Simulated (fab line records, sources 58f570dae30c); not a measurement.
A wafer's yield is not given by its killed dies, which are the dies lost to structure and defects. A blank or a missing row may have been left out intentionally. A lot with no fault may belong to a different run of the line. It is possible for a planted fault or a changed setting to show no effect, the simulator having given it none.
Which of the tools did it?	flow berkeley_cmos170	12 lots with 36 wafers sampled at 6 steps, on a route of 331 steps

== WHAT EACH GAUGE READ, for each wafer ==
UCB170_NWELL_THK_MEAS_02.
lot	measured	on	NWELL_OXIDE_THK (nm)
L659	day 2 01:16	film_metro-01	26.3 26.5 26.4
L660	day 2 10:05	film_metro-02	27.4 27.0 26.8
L661	day 2 14:49	film_metro-02	26.2 26.3 26.1
L662	day 2 21:01	film_metro-02	27.0 27.2 26.8
L663	day 2 21:02	film_metro-01	26.4 26.7 26.6
L664	day 3 08:08	film_metro-02	26.0 26.4 25.8
L665	day 3 08:09	film_metro-04	26.7 25.9 26.6
L666	day 3 13:02	film_metro-01	26.9 26.9 26.9
L667	day 3 13:02	film_metro-04	25.9 25.8 25.6
L673	day 4 17:53	film_metro-02	25.6 26.2 26.1
L676	day 5 12:51	film_metro-04	26.2 26.1 26.4
L680	day 6 14:01	film_metro-01	25.7 25.7 26.0

UCB170_PLDD_TW_MEAS_11.
lot	measured	on	PLDD_TW
L659	day 6 00:36	film_metro-01	1024 1018 1020
L660	day 6 18:11	film_metro-04	1030 1025 1023
L661	day 7 00:44	film_metro-03	1016 1013 1017
L662	day 7 09:17	film_metro-04	1028 1027 1022
L663	day 7 08:56	film_metro-03	1010 1010 1017
L664	day 7 22:00	film_metro-03	1014 1017 1016
L665	day 7 11:09	film_metro-01	1020 1016 1018
L666	day 7 10:58	film_metro-01	1021 1015 1017
L667	day 7 20:43	film_metro-01	1018 1017 1028
L673	day 9 03:53	film_metro-01	933 938 939
L676	day 9 10:23	film_metro-03	940 939 938
L680	day 10 13:50	film_metro-01	1014 1018 1020

UCB170_SDANNEAL_RS_MEAS_04: uses a four-point probe to measure.
lot	measured	on	PLDD_RS (ohm/sq)
L659	day 6 13:13	film_metro-01	1026.5 1029.0 1027.4
L660	day 7 07:02	film_metro-03	1034.9 1032.2 1028.7
L661	day 7 12:35	film_metro-01	1031.8 1030.4 1031.5
L662	day 7 23:01	film_metro-04	1027.5 1029.2 1029.8
L663	day 7 23:31	film_metro-04	1034.9 1032.3 1029.7
L664	day 8 11:15	film_metro-04	1031.7 1026.5 1030.3
L665	day 7 23:54	film_metro-03	1030.8 1033.8 1032.1
L666	day 7 22:34	film_metro-03	1031.5 1032.3 1031.6
L667	day 8 10:54	film_metro-03	1027.7 1034.4 1029.3
L673	day 9 15:44	film_metro-01	1261.5 1258.3 1259.0
L676	day 9 20:22	film_metro-03	1255.6 1256.0 1252.6
L680	day 11 01:16	film_metro-04	1031.9 1030.6 1031.5

UCB170_V1_THK_MEAS_01.
lot	measured	on	V1_TEOS_THK (nm)
L659	day 7 01:36	film_metro-01	1974 1977 1999
L660	day 7 16:59	film_metro-01	1998 2006 2006
L661	day 8 03:19	film_metro-01	1964 1971 1983
L662	day 8 13:23	film_metro-01	1987 2000 2030
L663	day 8 13:28	film_metro-02	1983 2023 1999
L664	day 9 02:39	film_metro-01	1990 1995 2043
L665	day 8 13:33	film_metro-04	1983 1974 2010
L666	day 8 13:23	film_metro-04	1999 1997 2040
L667	day 8 23:49	film_metro-02	1989 1951 1974
L673	day 10 04:52	film_metro-01	1976 1994 2002
L676	day 10 08:49	film_metro-04	2010 2028 2040
L680	day 11 14:08	film_metro-04	2041 1985 2005

UCB170_M3_OVL_MEAS_16.
lot	measured	on	M3_OVL (nm)
L659	day 7 16:02	overlay-01	6 0 3
L660	day 8 08:14	overlay-02	1 2 7
L661	day 8 16:23	overlay-01	-2 2 -3
L662	day 9 08:09	overlay-02	4 2 -7
L663	day 9 08:47	overlay-02	-2 1 -4
L664	day 9 15:16	overlay-01	-6 -9 -13
L665	day 9 08:55	overlay-01	-3 1 -4
L666	day 9 03:50	overlay-01	-6 0 -5
L667	day 9 14:25	overlay-02	1 6 1
L673	day 10 16:43	overlay-02	7 -4 -2
L676	day 10 20:20	overlay-01	3 -5 0
L680	day 11 23:37	overlay-01	8 5 10

== WHAT TOOL EACH LOT RAN ON (gives the tool, then ch and the chambers of the sampled wafers, and finally the start) ==
lot	UCB170_PLDD_IMPLANT_09
L659	implanter-04 ch 0, day 6 00:22
L660	implanter-01 ch 0, day 6 17:57
L661	implanter-01 ch 0, day 7 00:29
L662	implanter-03 ch 0, day 7 09:02
L663	implanter-04 ch 0, day 7 08:42
L664	implanter-01 ch 0, day 7 21:45
L665	implanter-04 ch 0, day 7 10:55
L666	implanter-01 ch 0, day 7 10:43
L667	implanter-01 ch 0, day 7 20:28
L673	implanter-04 ch 0, day 9 03:37
L676	implanter-04 ch 0, day 9 10:09
L680	implanter-03 ch 0, day 10 13:38
- UCB170_PLDD_IMPLANT_09

== WHAT THE TOOLS THEMSELVES READ (means of the sampled wafers that have a number; where no wafer has one, the mark that the record gives instead) ==
UCB170_PLDD_IMPLANT_09.
lot	tool	dose_ions_cm2	faraday_current_uA
L659	implanter-04	5.003e+13	158
L660	implanter-01	4.999e+13	162
L661	implanter-01	5.006e+13	161
L662	implanter-03	4.998e+13	156
L663	implanter-04	5.003e+13	162
L664	implanter-01	5.001e+13	157
L665	implanter-04	5.005e+13	159
L666	implanter-01	5.006e+13	157
L667	implanter-01	5.007e+13	156
L673	implanter-04	2.755e+13	88
L676	implanter-04	2.754e+13	86
L680	implanter-03	5.003e+13	158

== THE ANSWER, worked out from the rows above alone ==
Rule: the usual values come from the lots themselves. Put in order of their means at a reading, lots are off if they are a third of the lots or fewer, leave a main group of 4 or more, and stand apart from it by a gap of 3 or more times the standard deviation of the main group's means; of several such gaps the widest counts. If all means in a main group match to the digits the tables above print for the reading, that group is not used. A lot without any number at a reading at which 4 lots or more have one is off too. Where the step has rows for the other lots, those lots are counted as sound. First the gauges in route order, then the tools' own readings, where a lot's mean is used as printed above. The first step at which some lot is off is used, and at that step the reading that is off furthest; a lot without a number counts as furthest.
Off: L673, L676, at UCB170_PLDD_TW_MEAS_11 (PLDD_TW). Mean 1019 and standard deviation 4.2 in the main group.
A tool fits if, at a process step before that reading, it ran every lot that is off, and no sound lot after the first of them. Not tried: the gauges at UCB170_PLDD_TW_MEAS_11; whatever is off there is also off at UCB170_PLDD_IMPLANT_09, on other tools, and gauge error can't account for it. One fits: implanter-04 at UCB170_PLDD_IMPLANT_09. Its last sound lot is L665 (day 7 10:55), its first lot that is off L673 (day 9 03:37): a fault that began between those two fits.
The tool's own readings at UCB170_PLDD_IMPLANT_09 bear it out: on the lots that are off they differ by more than 5 times the standard deviation of the sound lots' means. dose_ions_cm2 reads 2.754e+13 there against 5.003e+13 on the sound lots; faraday_current_uA reads 87 there against 159 on the sound lots.

== WHAT THE SIMULATOR HAD INSERTED ==
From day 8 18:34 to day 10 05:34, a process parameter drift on implanter-04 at UCB170_PLDD_IMPLANT_09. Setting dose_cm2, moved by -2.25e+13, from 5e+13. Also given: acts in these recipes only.
Struck lots among those shown: L673, L676. The same result came from the rule above.
